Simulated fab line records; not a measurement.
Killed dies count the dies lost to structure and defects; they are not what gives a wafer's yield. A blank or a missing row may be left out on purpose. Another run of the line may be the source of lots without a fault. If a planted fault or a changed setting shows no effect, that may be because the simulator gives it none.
The same fault as seen by 2 desks :: flow ritCmos :: numbers are kept per desk, each desk with only its own; the story behind them comes last

AT THE METROLOGY DESK
What the gauges read for every lot (on any tool): the sampled wafers with a number, averaged. Marked OUT: a lot whose mean sits more than 4 standard deviations from the usual mean, which makes it out of limits; the brackets give that distance.
Columns: A = M1_BOW at RIT_M1_BOW_MEAS_16, usual 15 um
lot: L540
first seen here: day 4 03:00
A: 12

lot: L541
first seen here: day 4 06:50
A: 16

lot: L542
first seen here: day 4 10:41
A: 15

lot: L543
first seen here: day 4 16:07
A: 18

lot: L544
first seen here: day 4 21:16
A: 13

lot: L545
first seen here: day 5 01:59
A: 20

lot: L546
first seen here: day 5 07:07
A: 14

lot: L549
first seen here: day 5 20:08
A: 17

lot: L550
first seen here: day 6 03:29
A: 14

lot: L556
first seen here: day 7 07:17
A: 23

lot: L557
first seen here: day 7 12:20
A: 14

lot: L558
first seen here: day 7 18:14
A: 17

lot: L559
first seen here: day 7 22:25
A: 17

lot: L560
first seen here: day 8 06:13
A: 9
This desk's verdict: no lot among the 14 shows anything out of limits.

FOR THE TOOL OWNER'S DESK: plasmaAsher-03
The tool's own readings at RIT_CONTACT_STRIP_12 (strips in O2, time 180 s): means of the sampled wafers that have a number, for each lot that ran on this tool. Marked OUT: a lot whose mean sits more than 4 standard deviations from the usual mean, which makes it out of limits; the brackets give that distance.
Columns: A = chamberPressureMTorr at RIT_CONTACT_STRIP_12, usual 4000 mTorr; B = drypumpMotorCurrentA at RIT_CONTACT_STRIP_12, usual 5.9 A; C = runLengthS at RIT_CONTACT_STRIP_12, usual 208.3 s
lot: L540
first seen here: day 3 20:59
A: 4007
B: 5.5
C: 208.6

lot: L545
first seen here: day 4 21:00
A: 4002
B: 5.8
C: 208.3

lot: L546
first seen here: day 5 02:26
A: 3996
B: 6.1
C: 208.6

lot: L549
first seen here: day 5 15:34
A: 3999
B: 5.8
C: 208.2

lot: L556
first seen here: day 7 02:44
A: 3999
B: 5.8
C: 204.0 (-10) OUT

lot: L557
first seen here: day 7 07:49
A: 4001
B: 6.0
C: 206.2 (-5.0) OUT
Finding of this desk: L556, L557 out of limits; the first was L556 at day 7 02:44, on runLengthS at RIT_CONTACT_STRIP_12. Within limits: L540, L545, L546, L549.

BROUGHT TOGETHER
At day 7 02:44, on L556, L557, the tool owner's desk was in a position to raise an alarm.
Nothing out of limits was seen by the metrology desk.
The metrology desk has L556, L557 on record, within its limits.
The lots listed all ran RIT_CONTACT_STRIP_12 on plasmaAsher-03.

WHAT THE SIMULATOR HAD INSERTED
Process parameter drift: plasmaAsher-03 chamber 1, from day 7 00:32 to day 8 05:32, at RIT_CONTACT_STRIP_12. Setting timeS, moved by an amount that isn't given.
Struck lots among those shown: L556, L557.
Each desk's first reading out of limits, in hours after the fault started: the tool owner's desk, 2.
